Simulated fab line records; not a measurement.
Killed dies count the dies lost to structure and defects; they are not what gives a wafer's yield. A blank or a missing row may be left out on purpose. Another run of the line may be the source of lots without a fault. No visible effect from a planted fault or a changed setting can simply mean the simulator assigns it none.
fab line records	flow rit_cmos
record lots=15	wafers=45	last_day=7
route steps=202 shown ACTIVE@2 PRETRO@73 GATE@96 M1@202
lots that met no fault: from a run of the same line without faults
start_h: hours from the record's opening day to when the first of the lot's shown wafers began	wait_h: time in hours since the lot's previous step	" as in the row above	L1.1+2: a row that stands for several wafers	- either no value or no given start	* or withheld: withheld	< > ~ a bound
route shown NAME@n: a module of which the file shows steps, and the number in the route of the first	usual: mean and standard deviation over wafers with no fault	same: alike in all rows	chamber/n: place in a boat	sites: the reading at each site	_std_site: how widely they spread, as a standard deviation	_edge_site: the outer-site mean with the inner-site mean subtracted	radius_mm: for every site, how far away it sits from the centre of the wafer	mask NAME#n: copy n	behind: the tool/chamber that last shaped the wafer	hold: why the lot was held/for how many hours/how that ended	device: whichever transistor did not switch (one of n, p or np)	end of line: the route-end tests of the same wafers	for a step that has no rows: nothing shown but its recipe	killed: the dies lost at the first sort to structure and to defects; this is not the yield of the wafer	map: per-die view of a wafer (x killed, . not killed, _ where there is no die)
set.NAME: the run value of the setting; set.NAME@STEP: its run value at that earlier step	model.NAME: the simulator's own value behind a step, which no gauge read
route steps across a sampled set of lots; one table per step, one row per wafer
services: when a tool's chamber went out of use (start_h, in hours from the record's first day, below 0 if earlier), for how many hours, and the reason
## steps
# step RIT_ACTIVE_OXIDATION_01
# recipe temp_c=1003	ambient=O2	target_thk_a=468	ox_time_s=3360
# usual tube_center_temp_C_max=1005.6/0.46
# same ox_time_s=3360
lot.wafer	tool	chamber	start_h	wait_h	tube_center_temp_C_max
L933.3	furnace-03	0	15.12	0.1	1005.5
L933.5	"	0	"	"	1006.2
L933.6	"	0	"	"	1005.7
L934.1	furnace-03	0	20.12	0.1	1005.6
L934.4	"	0	"	"	1005.9
L934.6	"	0	"	"	1006.0
L935.1	furnace-02	0	25.12	0.1	1006.0
L935.5	"	0	"	"	1005.4
L935.6	"	0	"	"	1005.6
L936.4	furnace-03	0	30.12	0.0	1005.4
L936.5	"	0	"	"	1005.6
L936.6	"	0	"	"	1006.1
L937.1	furnace-04	0	35.12	0.1	1005.7
L937.2	"	0	"	"	1005.7
L937.4	"	0	"	"	1005.8
L938.1	furnace-04	0	40.12	0.1	1005.7
L938.2	"	0	"	"	1005.6
L938.3	"	0	"	"	1006.3
L939.1	furnace-04	0	45.12	0.1	1005.5
L939.2	"	0	"	"	1005.3
L939.4	"	0	"	"	1005.5
L940.2	furnace-03	0	50.12	0.1	1005.6
L940.4	"	0	"	"	1005.0
L940.6	"	0	"	"	1005.4
L941.1	furnace-02	0	55.47	0.4	1005.6
L941.4	"	0	"	"	1006.1
L941.6	"	0	"	"	1005.7
L942.1	furnace-03	0	60.12	0.1	1005.4
L942.3	"	0	"	"	1005.9
L942.5	"	0	"	"	1006.0
L943.1	furnace-04	0	65.12	0.1	1005.3
L943.5	"	0	"	"	1005.0
L943.6	"	0	"	"	1005.3
L944.2	furnace-02	0	70.12	0.1	1005.1
L944.4	"	0	"	"	1005.5
L944.5	"	0	"	"	1005.1
L944.2	furnace-04	0	72.65	0.6	1005.5
L944.4	"	0	"	"	1005.2
L944.5	"	0	"	"	1006.3
L945.1	furnace-04	0	75.12	0.1	1004.7
L945.5	"	0	"	"	1005.4
L945.6	"	0	"	"	1006.0
L945.1	furnace-04	0	78.13	1.1	1004.9
L945.5	"	0	"	"	1005.5
L945.6	"	0	"	"	1005.7
L947.3	furnace-02	0	85.12	0.1	1005.5
L947.4	"	0	"	"	1005.2
L947.5	"	0	"	"	1005.5
L947.3	furnace-02	0	87.22	0.2	1006.3
L947.4	"	0	"	"	1005.9
L947.5	"	0	"	"	1005.4
L955.3	furnace-04	0	125.12	0.1	1005.5
L955.4	"	0	"	"	1006.2
L955.6	"	0	"	"	1005.6
# step RIT_ACTIVE_THK_MEAS_02
# recipe reads=SiO2_of_ACTIVE_OXIDATION_01
# usual ACTIVE_OXIDE_THK=48.1/0.81
lot.wafer	tool	chamber	start_h	wait_h	ACTIVE_OXIDE_THK[nm]
L933.3	film_metro-03	-	17.07	0.0	48.8
L933.5	"	-	"	"	47.7
L933.6	"	-	"	"	48.0
L934.1	film_metro-02	-	22.05	0.0	47.3
L934.4	"	-	"	"	46.0
L934.6	"	-	"	"	47.4
L935.1	film_metro-02	-	27.05	0.0	48.9
L935.5	"	-	"	"	48.6
L935.6	"	-	"	"	49.4
L936.4	film_metro-02	-	32.08	0.0	49.2
L936.5	"	-	"	"	48.5
L936.6	"	-	"	"	49.2
L937.1	film_metro-04	-	37.05	0.0	48.2
L937.2	"	-	"	"	48.3
L937.4	"	-	"	"	47.8
L938.1	film_metro-04	-	42.05	0.0	46.6
L938.2	"	-	"	"	46.8
L938.3	"	-	"	"	47.7
L939.1	film_metro-02	-	47.05	0.0	46.4
L939.2	"	-	"	"	47.2
L939.4	"	-	"	"	47.3
L940.2	film_metro-02	-	52.06	0.0	47.9
L940.4	"	-	"	"	48.2
L940.6	"	-	"	"	48.3
L941.1	film_metro-02	-	57.40	0.0	48.7
L941.4	"	-	"	"	48.8
L941.6	"	-	"	"	48.4
L942.1	film_metro-04	-	62.05	0.0	47.6
L942.3	"	-	"	"	48.2
L942.5	"	-	"	"	47.6
L943.1	film_metro-03	-	67.05	0.0	47.1
L943.5	"	-	"	"	47.3
L943.6	"	-	"	"	47.1
L944.2	film_metro-02	-	74.59	0.0	76.1
L944.4	"	-	"	"	76.8
L944.5	"	-	"	"	74.8
L945.1	film_metro-02	-	80.12	0.1	78.1
L945.5	"	-	"	"	77.5
L945.6	"	-	"	"	77.6
L947.3	film_metro-04	-	89.17	0.0	79.1
L947.4	"	-	"	"	78.2
L947.5	"	-	"	"	78.9
L955.3	film_metro-02	-	127.07	0.0	48.9
L955.4	"	-	"	"	49.1
L955.6	"	-	"	"	48.9
# step RIT_ACTIVE_STRIP_14
# recipe chemistry=O2	time_s=180	resist=NOVOLAK	platen_temp_c=withheld	power_w=500	pressure_mtorr=4000	o2_flow_sccm=4000
# usual chamber_pressure_mTorr=4000/3.5	drypump_motor_current_A=6.0/0.37
lot.wafer	tool	chamber	start_h	wait_h	chamber_pressure_mTorr	drypump_motor_current_A	rf_hours_counter_h
L933.3	plasma_asher-04	1	20.31	0.1	3996	6.4	-
L933.5	"	1	"	"	3997	6.4	-
L933.6	"	0	"	"	3996	5.9	-
L934.1	plasma_asher-03	1	24.84	0.1	4001	6.1	39
L934.4	"	0	"	"	4000	5.8	-
L934.6	"	0	"	"	3992	5.8	-
L935.1	plasma_asher-04	0	29.97	0.1	3999	5.9	36
L935.5	"	0	"	"	3993	5.8	-
L935.6	"	1	"	"	4001	6.4	-
L936.4	plasma_asher-03	0	35.03	0.1	3994	5.8	-
L936.5	"	1	"	"	3999	6.1	-
L936.6	"	0	"	"	3997	5.8	-
L937.1	plasma_asher-03	0	39.84	0.1	3997	5.8	40
L937.2	"	1	"	"	3996	6.1	40
L937.4	"	0	"	"	4003	5.8	-
L938.1	plasma_asher-03	1	44.97	0.1	4002	6.1	41
L938.2	"	0	"	"	3996	5.8	41
L938.3	"	0	"	"	4000	5.8	-
L939.1	plasma_asher-04	0	49.97	0.1	4009	5.8	38
L939.2	"	1	"	"	3998	6.3	38
L939.4	"	1	"	"	3998	6.3	-
L940.2	plasma_asher-04	1	55.00	0.1	4006	6.3	38
L940.4	"	0	"	"	4004	5.9	-
L940.6	"	1	"	"	4001	6.4	-
L941.1	plasma_asher-01	1	60.41	0.1	4001	5.2	42
L941.4	"	0	"	"	3994	6.5	-
L941.6	"	1	"	"	3999	5.2	-
L942.1	plasma_asher-04	1	65.66	0.1	3999	6.3	39
L942.3	"	1	"	"	3999	6.4	-
L942.5	"	1	"	"	3999	6.4	-
L943.1	plasma_asher-01	1	69.87	0.1	3997	5.2	43
L943.5	"	0	"	"	3997	6.4	-
L943.6	"	1	"	"	3997	5.2	-
L944.2	plasma_asher-01	0	78.12	0.1	4004	6.5	44
L944.4	"	0	"	"	4000	6.4	-
L944.5	"	0	"	"	3994	6.5	-
L945.1	plasma_asher-03	0	83.46	0.1	4000	5.8	45
L945.5	"	0	"	"	4006	5.8	-
L945.6	"	1	"	"	4001	6.1	-
L947.3	plasma_asher-04	1	93.80	0.1	4007	6.4	-
L947.4	"	0	"	"	4003	5.9	-
L947.5	"	0	"	"	3996	5.9	-
L955.3	plasma_asher-04	1	130.03	0.1	3996	6.4	-
L955.4	"	0	"	"	3998	5.9	-
L955.6	"	0	"	"	4001	5.8	-
# step RIT_PRETRO_STRIP_09
# recipe chemistry=O2	time_s=180	resist=NOVOLAK	platen_temp_c=withheld	power_w=500	pressure_mtorr=4000	o2_flow_sccm=4000
# usual chamber_pressure_mTorr=4000/3.6	drypump_motor_current_A=5.9/0.38
lot.wafer	tool	chamber	start_h	wait_h	chamber_pressure_mTorr	drypump_motor_current_A	rf_hours_counter_h
L933.3	plasma_asher-03	0	37.23	0.1	4002	5.8	-
L933.5	"	0	"	"	3998	5.8	-
L933.6	"	1	"	"	4004	6.1	-
L934.1	plasma_asher-03	0	41.64	0.1	3994	5.8	41
L934.4	"	1	"	"	4001	6.1	-
L934.6	"	1	"	"	4004	6.1	-
L935.1	plasma_asher-03	0	47.04	0.1	3999	5.8	41
L935.5	"	0	"	"	4002	5.8	-
L935.6	"	1	"	"	3999	6.0	-
L936.4	plasma_asher-03	0	50.98	0.1	4004	5.8	-
L936.5	"	0	"	"	3998	5.8	-
L936.6	"	1	"	"	3999	6.1	-
L937.1	plasma_asher-03	1	55.85	0.1	3996	6.0	43
L937.2	"	0	"	"	3997	5.8	43
L937.4	"	1	"	"	3998	6.1	-
L938.1	plasma_asher-03	1	61.48	0.1	3998	6.1	43
L938.2	"	0	"	"	3996	5.8	43
L938.3	"	0	"	"	4000	5.8	-
L939.1	plasma_asher-01	1	65.82	0.1	3988	5.2	43
L939.2	"	0	"	"	3995	6.4	43
L939.4	"	1	"	"	4008	5.2	-
L940.2	plasma_asher-01	0	71.45	0.1	4002	6.4	44
L940.4	"	0	"	"	3997	6.4	-
L940.6	"	1	"	"	4003	5.2	-
L941.1	plasma_asher-04	1	76.31	0.1	3995	6.4	40
L941.4	"	0	"	"	4001	5.9	-
L941.6	"	1	"	"	4004	6.4	-
L942.1	plasma_asher-04	0	82.03	0.1	4001	5.9	41
L942.3	"	1	"	"	3999	6.4	-
L942.5	"	0	"	"	4002	5.9	-
L943.1	plasma_asher-01	1	86.82	0.1	3998	5.2	45
L943.5	"	1	"	"	4002	5.2	-
L943.6	"	0	"	"	3999	6.4	-
L944.2	plasma_asher-03	1	97.10	0.1	4000	6.0	46
L944.4	"	0	"	"	3996	5.8	-
L944.5	"	0	"	"	3994	5.8	-
L945.1	plasma_asher-03	0	102.15	0.2	4003	5.8	47
L945.5	"	0	"	"	4004	5.8	-
L945.6	"	1	"	"	3999	6.1	-
L955.3	plasma_asher-01	1	147.69	0.1	3999	5.2	-
L955.4	"	0	"	"	4002	6.5	-
L955.6	"	1	"	"	4003	5.2	-
# step RIT_GATE_STRIP_20
# recipe chemistry=O2	time_s=180	resist=NOVOLAK	platen_temp_c=withheld	power_w=500	pressure_mtorr=4000	o2_flow_sccm=4000
# usual chamber_pressure_mTorr=4000/4.1	drypump_motor_current_A=5.5/0.6
lot.wafer	tool	chamber	start_h	wait_h	chamber_pressure_mTorr	drypump_motor_current_A	rf_hours_counter_h
L933.3	plasma_asher-02	1	42.85	0.1	3999	5.0	-
L933.5	"	0	"	"	3993	5.1	-
L933.6	"	1	"	"	4000	4.9	-
L934.1	plasma_asher-01	1	46.71	0.1	4002	5.2	41
L934.4	"	1	"	"	3993	5.2	-
L934.6	"	0	"	"	3998	6.5	-
L935.1	plasma_asher-01	1	52.24	0.1	3995	5.2	41
L935.5	"	1	"	"	3996	5.2	-
L935.6	"	0	"	"	4000	6.4	-
L936.4	plasma_asher-02	1	56.45	0.1	4002	4.9	-
L936.5	"	0	"	"	3996	5.1	-
L936.6	"	1	"	"	4004	4.9	-
L937.1	plasma_asher-02	1	61.49	0.1	3995	4.9	28
L937.2	"	0	"	"	4002	5.1	28
L937.4	"	1	"	"	3996	4.9	-
L938.1	plasma_asher-02	1	68.12	0.1	3998	4.9	29
L938.2	"	0	"	"	3994	5.1	29
L938.3	"	1	"	"	4003	4.9	-
L939.1	plasma_asher-04	0	70.86	0.1	4005	5.9	40
L939.2	"	1	"	"	4001	6.3	40
L939.4	"	1	"	"	3998	6.4	-
L940.2	plasma_asher-01	0	76.62	0.1	4002	6.4	44
L940.4	"	1	"	"	4002	5.2	-
L940.6	"	1	"	"	3996	5.2	-
L941.1	plasma_asher-02	0	82.62	0.1	3998	5.1	30
L941.4	"	0	"	"	3993	5.2	-
L941.6	"	0	"	"	3994	5.1	-
L942.1	plasma_asher-02	1	87.33	0.1	3995	4.9	30
L942.3	"	0	"	"	3994	5.1	-
L942.5	"	1	"	"	4002	4.9	-
L943.1	plasma_asher-01	0	92.06	0.1	4004	6.4	46
L943.5	"	0	"	"	4006	6.4	-
L943.6	"	1	"	"	4000	5.2	-
L944.2	plasma_asher-02	0	103.02	0.1	4004	5.1	31
L944.4	"	0	"	"	4001	5.1	-
L944.5	"	1	"	"	4009	4.9	-
L945.1	plasma_asher-01	1	117.75	8.7	4004	5.2	47
L945.5	"	1	"	"	4004	5.2	-
L945.6	"	0	"	"	3999	6.3	-
L955.3	plasma_asher-02	1	156.58	0.1	4002	4.9	-
L955.4	"	0	"	"	3996	5.1	-
L955.6	"	0	"	"	3998	5.1	-
# step RIT_M1_PROBE_99
# usual killed_at_contacts=0.1/0.29	killed_at_front_end=7/3	killed_dies=7/3	killed_open=3.5/2	killed_short=3.4/2
# same gross_dies=264	killed_at_M0_to_M3=0	killed_at_M4_up=0	killed_at_back_side=0	killed_at_other=0
lot.wafer	tool	chamber	start_h	wait_h	killed_at_contacts	killed_at_front_end	killed_dies	killed_open	killed_short
L933.3	prober-02	-	62.58	0.2	0	3	3	1	2
L933.5	prober-02	-	62.68	0.2	0	3	3	1	2
L933.6	prober-02	-	62.73	0.2	0	3	3	1	2
L934.1	prober-01	-	66.53	0.1	0	4	4	3	1
L934.4	prober-01	-	66.68	0.2	0	12	12	5	7
L934.6	prober-01	-	66.78	0.2	0	7	7	2	5
L935.1	prober-02	-	72.04	0.1	0	7	7	5	2
L935.5	prober-02	-	72.24	0.2	0	11	11	4	7
L935.6	prober-02	-	72.29	0.2	0	3	3	0	3
L936.4	prober-01	-	76.19	0.2	0	6	6	3	3
L936.5	prober-01	-	76.24	0.2	0	7	7	3	4
L936.6	prober-01	-	76.29	0.2	0	9	9	4	5
L937.1	prober-02	-	82.51	0.1	1	9	10	4	6
L937.2	prober-02	-	82.56	0.1	0	3	3	2	1
L937.4	prober-02	-	82.66	0.2	0	7	7	2	5
L938.1	prober-01	-	88.80	0.1	1	6	7	3	4
L938.2	prober-01	-	88.85	0.1	0	10	10	4	6
L938.3	prober-01	-	88.90	0.2	0	7	7	2	5
L939.1	prober-02	-	91.39	0.1	0	12	12	9	3
L939.2	prober-02	-	91.44	0.1	0	5	5	2	3
L939.4	prober-02	-	91.54	0.2	0	10	10	4	6
L940.2	prober-01	-	96.38	0.1	0	4	4	1	3
L940.4	prober-01	-	96.48	0.2	0	11	11	3	8
L940.6	prober-01	-	96.58	0.2	0	6	6	5	1
L941.1	prober-02	-	102.60	0.1	0	7	7	4	3
L941.4	prober-02	-	102.75	0.2	0	7	7	2	5
L941.6	prober-02	-	102.85	0.2	1	5	6	2	4
L942.1	prober-01	-	107.67	0.1	0	8	8	5	3
L942.3	prober-01	-	107.77	0.2	0	5	5	2	3
L942.5	prober-01	-	107.87	0.2	0	10	10	4	6
L943.1	prober-02	-	111.62	0.1	0	5	5	2	3
L943.5	prober-02	-	111.82	0.2	0	8	8	2	6
L943.6	prober-02	-	111.87	0.2	0	4	4	1	3
L944.2	prober-01	-	124.41	0.1	0	10	10	3	7
L944.4	prober-01	-	124.51	0.2	1	5	6	3	3
L944.5	prober-01	-	124.56	0.2	0	9	9	6	3
L945.1	prober-02	-	137.98	0.1	0	16	16	6	10
L945.5	prober-02	-	138.18	0.2	1	6	7	3	4
L945.6	prober-02	-	138.23	0.2	0	6	6	3	3
L955.3	prober-01	-	177.16	0.2	0	10	10	4	6
L955.4	prober-01	-	177.21	0.2	0	6	6	5	1
L955.6	prober-01	-	177.31	0.2	0	9	9	5	4
# killed by level:class
L933.3 GATE:geometric_particle:short=1 REOX:geometric_particle:short=1 SILICIDE:geometric_particle:open=1
L933.5 FOX1:geometric_particle:short=1 GATE:geometric_particle:open=1 REOX:geometric_particle:short=1
L933.6 REOX:geometric_particle:open=1 REOX:geometric_particle:short=1 SILICIDE:geometric_particle:short=1
L934.1 FOX1:geometric_particle:short=1 FOX1:geometric_particle:open=1 GATE:geometric_particle:open=1 SPACER:geometric_particle:open=1
L934.4 SPACER:geometric_particle:short=3 FOX1:geometric_particle:open=2 GATE:geometric_particle:short=2 FOX1:geometric_particle:short=1 GATE:geometric_particle:open=1 SPACER:geometric_particle:open=1 SILICIDE:geometric_particle:short=1 SILICIDE:geometric_particle:open=1
L934.6 GATE:geometric_particle:short=3 GATE:geometric_particle:open=1 REOX:geometric_particle:short=1 REOX:geometric_particle:open=1 SILICIDE:geometric_particle:short=1
L935.1 GATE:geometric_particle:open=4 SPACER:geometric_particle:short=1 SPACER:geometric_particle:open=1 SILICIDE:geometric_particle:short=1
L935.5 FOX2:geometric_particle:short=2 GATE:geometric_particle:open=2 GATE:geometric_particle:short=2 SPACER:geometric_particle:open=2 SPACER:geometric_particle:short=2 SILICIDE:geometric_particle:short=1
L935.6 FOX2:geometric_particle:short=2 SPACER:geometric_particle:short=1
L936.4 FOX2:geometric_particle:open=2 FOX1:geometric_particle:short=1 GATE:geometric_particle:short=1 REOX:geometric_particle:open=1 SPACER:geometric_particle:short=1
L936.5 GATE:geometric_particle:short=3 SILICIDE:geometric_particle:open=2 FOX1:geometric_particle:short=1 GATE:geometric_particle:open=1
L936.6 GATE:geometric_particle:short=3 GATE:geometric_particle:open=2 SPACER:geometric_particle:open=2 FOX1:geometric_particle:short=1 FOX2:geometric_particle:short=1
L937.1 GATE:geometric_particle:short=2 GATE:geometric_particle:open=2 SPACER:geometric_particle:short=2 FOX1:geometric_particle:open=1 FOX1:geometric_particle:short=1 REOX:geometric_particle:open=1 CONTACT:geometric_particle:short=1
L937.2 FOX2:geometric_particle:open=1 GATE:geometric_particle:open=1 SPACER:geometric_particle:short=1
L937.4 GATE:geometric_particle:short=4 GATE:geometric_particle:open=2 SPACER:geometric_particle:short=1
L938.1 FOX2:geometric_particle:short=1 FOX2:geometric_particle:open=1 GATE:geometric_particle:short=1 REOX:geometric_particle:open=1 SILICIDE:geometric_particle:short=1 SILICIDE:geometric_particle:open=1 CONTACT:geometric_particle:short=1
L938.2 SILICIDE:geometric_particle:short=3 GATE:geometric_particle:short=2 GATE:geometric_particle:open=2 FOX1:geometric_particle:open=1 SPACER:geometric_particle:short=1 SILICIDE:geometric_particle:open=1
L938.3 GATE:geometric_particle:short=2 FOX2:geometric_particle:short=1 GATE:geometric_particle:open=1 REOX:geometric_particle:short=1 SPACER:geometric_particle:open=1 SILICIDE:geometric_particle:short=1
L939.1 GATE:geometric_particle:open=4 SILICIDE:geometric_particle:open=3 GATE:geometric_particle:short=2 REOX:geometric_particle:open=1 SPACER:geometric_particle:open=1 SILICIDE:geometric_particle:short=1
L939.2 GATE:geometric_particle:short=2 FOX2:geometric_particle:open=1 GATE:geometric_particle:open=1 SILICIDE:geometric_particle:short=1
L939.4 SILICIDE:geometric_particle:short=3 FOX1:geometric_particle:short=2 SPACER:geometric_particle:open=2 FOX1:geometric_particle:open=1 REOX:geometric_particle:open=1 SPACER:geometric_particle:short=1
L940.2 GATE:geometric_particle:short=2 FOX2:geometric_particle:short=1 GATE:geometric_particle:open=1
L940.4 GATE:geometric_particle:short=4 FOX1:geometric_particle:short=2 FOX2:geometric_particle:short=1 GATE:geometric_particle:open=1 SPACER:geometric_particle:open=1 SPACER:geometric_particle:short=1 SILICIDE:geometric_particle:open=1
L940.6 GATE:geometric_particle:open=3 REOX:geometric_particle:open=1 SPACER:geometric_particle:open=1 SPACER:geometric_particle:short=1
L941.1 FOX2:geometric_particle:short=2 FOX2:geometric_particle:open=1 GATE:geometric_particle:open=1 REOX:geometric_particle:open=1 SILICIDE:geometric_particle:open=1 SILICIDE:geometric_particle:short=1
L941.4 SPACER:geometric_particle:short=3 FOX2:geometric_particle:open=2 FOX2:geometric_particle:short=1 REOX:geometric_particle:short=1
L941.6 GATE:geometric_particle:short=2 REOX:geometric_particle:short=1 SPACER:geometric_particle:short=1 SILICIDE:geometric_particle:open=1 CONTACT:geometric_particle:open=1
L942.1 GATE:geometric_particle:open=2 SPACER:geometric_particle:short=2 FOX1:geometric_particle:open=1 GATE:geometric_particle:short=1 REOX:geometric_particle:open=1 SPACER:geometric_particle:open=1
L942.3 FOX1:geometric_particle:short=1 FOX1:geometric_particle:open=1 GATE:geometric_particle:short=1 SILICIDE:geometric_particle:short=1 SILICIDE:geometric_particle:open=1
L942.5 GATE:geometric_particle:short=3 GATE:geometric_particle:open=2 SILICIDE:geometric_particle:short=2 FOX1:geometric_particle:open=1 SPACER:geometric_particle:short=1 SPACER:geometric_particle:open=1
L943.1 FOX1:geometric_particle:open=1 FOX2:geometric_particle:short=1 GATE:geometric_particle:short=1 GATE:geometric_particle:open=1 SILICIDE:geometric_particle:short=1
L943.5 GATE:geometric_particle:short=3 SILICIDE:geometric_particle:short=2 FOX1:geometric_particle:short=1 GATE:geometric_particle:open=1 SPACER:geometric_particle:open=1
L943.6 GATE:geometric_particle:short=3 GATE:geometric_particle:open=1
L944.2 GATE:geometric_particle:short=4 SILICIDE:geometric_particle:short=2 FOX1:geometric_particle:open=1 FOX2:geometric_particle:short=1 GATE:geometric_particle:open=1 SPACER:geometric_particle:open=1
L944.4 SILICIDE:geometric_particle:short=2 FOX2:geometric_particle:open=1 GATE:geometric_particle:open=1 SILICIDE:geometric_particle:open=1 CONTACT:geometric_particle:short=1
L944.5 GATE:geometric_particle:open=2 SILICIDE:geometric_particle:open=2 FOX1:geometric_particle:open=1 FOX2:geometric_particle:short=1 REOX:geometric_particle:open=1 REOX:geometric_particle:short=1 SILICIDE:geometric_particle:short=1
L945.1 GATE:geometric_particle:short=7 GATE:geometric_particle:open=3 REOX:geometric_particle:short=2 SPACER:geometric_particle:open=2 FOX2:geometric_particle:short=1 REOX:geometric_particle:open=1
L945.5 REOX:geometric_particle:short=2 FOX2:geometric_particle:short=1 GATE:geometric_particle:open=1 REOX:geometric_particle:open=1 SILICIDE:geometric_particle:open=1 CONTACT:geometric_particle:short=1
L945.6 REOX:geometric_particle:short=2 SPACER:geometric_particle:open=2 GATE:geometric_particle:short=1 GATE:geometric_particle:open=1
L955.3 FOX1:geometric_particle:short=3 FOX2:geometric_particle:open=2 FOX1:geometric_particle:open=1 FOX2:geometric_particle:short=1 REOX:geometric_particle:open=1 SPACER:geometric_particle:short=1 SILICIDE:geometric_particle:short=1
L955.4 FOX2:geometric_particle:open=2 FOX1:geometric_particle:short=1 FOX1:geometric_particle:open=1 SPACER:geometric_particle:open=1 SILICIDE:geometric_particle:open=1
L955.6 SILICIDE:geometric_particle:open=3 FOX1:geometric_particle:short=1 FOX1:geometric_particle:open=1 FOX2:geometric_particle:open=1 FOX2:geometric_particle:short=1 GATE:geometric_particle:short=1 SPACER:geometric_particle:short=1
## services
tool	chamber	start_h	hours	kind
furnace-03	-	6.07	5.3	repair
plasma_asher-02	-	106.27	1.4	repair
plasma_asher-01	-	108.75	9.0	pm
plasma_asher-01	0	108.75	9.0	vent_cycle
plasma_asher-01	1	108.75	9.0	vent_cycle
furnace-02	-	114.45	3.5	pm
furnace-02	-	115.64	4.0	repair
plasma_asher-01	0	117.75	-	clean
plasma_asher-01	1	117.75	-	clean
furnace-03	-	148.64	3.6	pm
## key
first_sign step=RIT_ACTIVE_OXIDATION_01	reading=visit	direction=added
effect step=RIT_ACTIVE_THK_MEAS_02	reading=ACTIVE_OXIDE_THK	direction=up	sigmas=36	usual=48.1	struck=77.4
met_at RIT_ACTIVE_OXIDATION_01
struck_lots L944,L945,L947
rows_end L947.3,L947.4,L947.5
tester_left_out L944,L945
not_acting_at RIT_ACTIVE_STRIP_14,RIT_PRETRO_STRIP_09,RIT_GATE_STRIP_20
fault kind=repeated_step_whole	tool=furnace-02,furnace-03,furnace-04	chamber=-	onset_h=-	steps=RIT_ACTIVE_OXIDATION_01	times=1	scope=struck_lots_only
# tester_left_out: of these lots the tester's yield and bins aren't shown, on N5 and GAA mostly nor the transistor test; their killed dies are dies lost to structure and defects alone, not to doping, threshold or leakage, so they don't give the yield
# rows_end: these wafers met a further fault down the route, and their rows from its step on are left out
